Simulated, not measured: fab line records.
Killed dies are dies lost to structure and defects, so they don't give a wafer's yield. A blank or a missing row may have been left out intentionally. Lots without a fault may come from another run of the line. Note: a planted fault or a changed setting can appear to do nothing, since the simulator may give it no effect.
Problem report in the 8D (eight disciplines) form, filled by code ; flow rit-cmos ; the parts of the form that need people (team, actions taken, sign-off) are left out

## 1. WHAT IS WRONG
At RIT_SPACER_ETCHBACK_05, run-length-s averages 240.0 s over 6 wafers from 2 lots, while fault-free wafers read 268.3 s, standard deviation 0.38. That is -75 standard deviations from the usual mean.
The step: etches Si3N4 in SF6/CHF3, stops on SiO2, target depth 250 nm, time 240 s.
The first sign was on wafer L244.3 at day 5 22:35, on rie-diel-03. The record holds 42 wafers of 14 lots with a number at this step. By rule, "out" or "out of limits" means more than 4 standard deviations away from the usual mean. All remaining wafers that have a number are taken as sound.

## 2. WHAT IT IS, AND WHAT IT ISN'T
question;is;is not
which readings at this step;run-length-s, oes-product-au;drypump-motor-current-A, throttle-valve-pct
which lots;L243, L244;L234, L235, L236, L237, L238, L239, L240, L242, L247, L250, L253, L256
which wafers of those lots;all that have a number;-
read on which tools;rie-diel-03;rie-diel-01, rie-diel-04
when;from day 5 22:35;"up to then (24 sound wafers); but 12 sound wafers of L247, L250, L253, L256 came after"

## 3. WHAT RULES OUT EACH SUSPECT
Counting: any tool at a process step up to the reading is kept as a suspect provided that every lot that is out went through it and no sound lot did after the first of them.
- rie-diel-03 at RIT_SPACER_ETCHBACK_05 (etches Si3N4 in SF6/CHF3, stops on SiO2, target depth 250 nm, time 240 s): kept. Every lot that is out went through it, starting with L244 (day 5 22:35), and after that it ran no sound lot; the last sound lot it ran before then is L240 (day 4 23:25). Out on those wafers are its own readings of oes-product-au, run-length-s.
The count leaves rie-diel-03 at RIT_SPACER_ETCHBACK_05.

## 4. THE CAUSE (what the simulator had put in)
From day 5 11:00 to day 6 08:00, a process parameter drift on rie-diel-03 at RIT_SPACER_ETCHBACK_05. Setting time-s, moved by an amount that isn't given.
Only this tool survived the counting.

## 5. THE EFFECT CHAIN, in route order
Rows list readings where the struck wafers' mean (over those with a number) sits beyond 3 standard deviations from the usual. Only readings whose record carries a usual standard deviation are examined. hours: median over the lots of the time between each lot's start at the first step of this table that gives one and its start at this step. sigmas: the change, counted in usual standard deviations.
hours;step;reading;usual;on struck wafers;change;sigmas
0;RIT_SPACER_ETCHBACK_05;oes-product-au;0.835 a.u.;0.979;+0.144;+12
0;RIT_SPACER_ETCHBACK_05;run-length-s;268.3 s;240.0;-28.3;-75
Here are the process steps it includes:
- RIT_SPACER_ETCHBACK_05: etches Si3N4 in SF6/CHF3, stops on SiO2, target depth 250 nm, time 240 s.

## 6. HOW IT WOULD HAVE BEEN CAUGHT EARLIER
The fault began at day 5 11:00; the first out-of-limits reading in this record came at day 5 22:35, 12 hours later.
